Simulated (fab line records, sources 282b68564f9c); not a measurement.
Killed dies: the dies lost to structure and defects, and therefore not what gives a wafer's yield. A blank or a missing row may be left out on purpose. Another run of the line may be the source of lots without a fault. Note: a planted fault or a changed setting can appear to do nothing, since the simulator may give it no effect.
A lot that was struck, set against a sound lot || flow rit cmos || 15 steps out of a route of 202
Sound: the wafers L273.1, L273.4, L273.6. Struck: wafers L282.3, L282.4, L282.5. At the end, the cause is stated.
Order at every step that has rows: each side's tool, ch and its chambers, its first start. Under that, the readings that differ: sound wafers || struck wafers || difference of the means || sigmas: that difference in standard deviations of wafers without a fault.
alike: same words and numbers on both sides, and readings whose means sit less than 2 such deviations apart. not compared: any withheld reading, any reading some wafer has no value for, any bound like >300 that may hide the same value, and any number with overlapping values for which the record gives no deviation.
A row with sigmas, a row that says differs or no value, or rows on one side alone: a step with any of these is where the two part. Numbers that don't overlap but have no deviation are shown without sigmas and don't part them. A reading missing from all wafers of one side parts the sides only when that side holds two or more wafers.

RIT_SILICIDE_RS_MEAS_02: a four-point-probe measurement.
  sound on film metro-01, day 3 22:23; struck on film metro-03, day 5 16:25
  alike: SILICIDE_TI_RS
RIT_SILICIDE_THK_MEAS_03: measures by xrf.
  sound on film metro-01, day 3 22:30; struck on film metro-03, day 5 16:31
  alike: SILICIDE_TI_THK
RIT_SILICIDE_RTA_04: time 10 s, ramp up 5 s, ramp down 5 s.
  sound on rtp anneal-02 ch 0, day 3 22:34; struck on rtp anneal-02 ch 0, day 5 16:35
  alike: wafer_temp_C_max
then, 1 step without rows for these wafers: RIT_SILICIDE_WET_ETCH_05 (etches Ti in SPM, time 120 s).
RIT_SILICIDE_RTA_06: time 10 s, ramp up 5 s, ramp down 10 s.
  sound on rtp anneal-01 ch 0, day 3 22:40; struck on rtp anneal-02 ch 0, day 5 16:46
  alike: wafer_temp_C_max
RIT_CONTACT_CVD_00: deposits SiO2 from TEOS, target thk 400 nm, time 63.96 s.
  sound on pecvd-03 ch 0,1,2, day 3 22:44; struck on pecvd-04 ch 0,1,2, day 5 16:52
  alike: heater power w
RIT_CONTACT_THK_MEAS_01:
  sound on film metro-01, day 3 22:47; struck on film metro-04, day 5 16:56
  alike: CONTACT_TEOS_THK
then, 5 steps without rows for these wafers: RIT_CONTACT_HMDS_02 (prime time 60 s); RIT_CONTACT_COAT_03 (resist thk 1000 nm); RIT_CONTACT_SOFTBAKE_04 (time 60 s); RIT_CONTACT_EXPOSE_05 (exposes mask M11, target cd 1000 nm); RIT_CONTACT_PEB_06.
RIT_CONTACT_DEVELOP_07: develop time 120 s.
  sound on litho track-03 ch 0, day 3 23:00; struck on litho track-03 ch 0, day 5 18:00
{"reading": "developer temp C (C)", "sound": "23.03 22.97 22.99", "struck": "22.47 22.44 22.53", "difference": -0.52, "sigmas": -5}
  alike: exhaust pa
RIT_CONTACT_CD_MEAS_08: target cd 1000 nm.
  sound on cd sem-02, day 3 23:56; struck on cd sem-01, day 5 18:19
  alike: cd nm
RIT_M1_PROBE_99:
  sound on prober-01, day 4 05:21; struck on prober-02, day 6 00:10
  alike: killed at contacts, killed at front end, killed dies, killed open, killed short

WHERE THEY PART
Only at RIT_CONTACT_DEVELOP_07, as far as this record shows. Later steps at which nothing parts them and some readings are alike: RIT_CONTACT_CD_MEAS_08, RIT_M1_PROBE_99.

WHY: what the simulator had put in
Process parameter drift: litho track-03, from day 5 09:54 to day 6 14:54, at RIT_CONTACT_DEVELOP_07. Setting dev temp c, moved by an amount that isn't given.
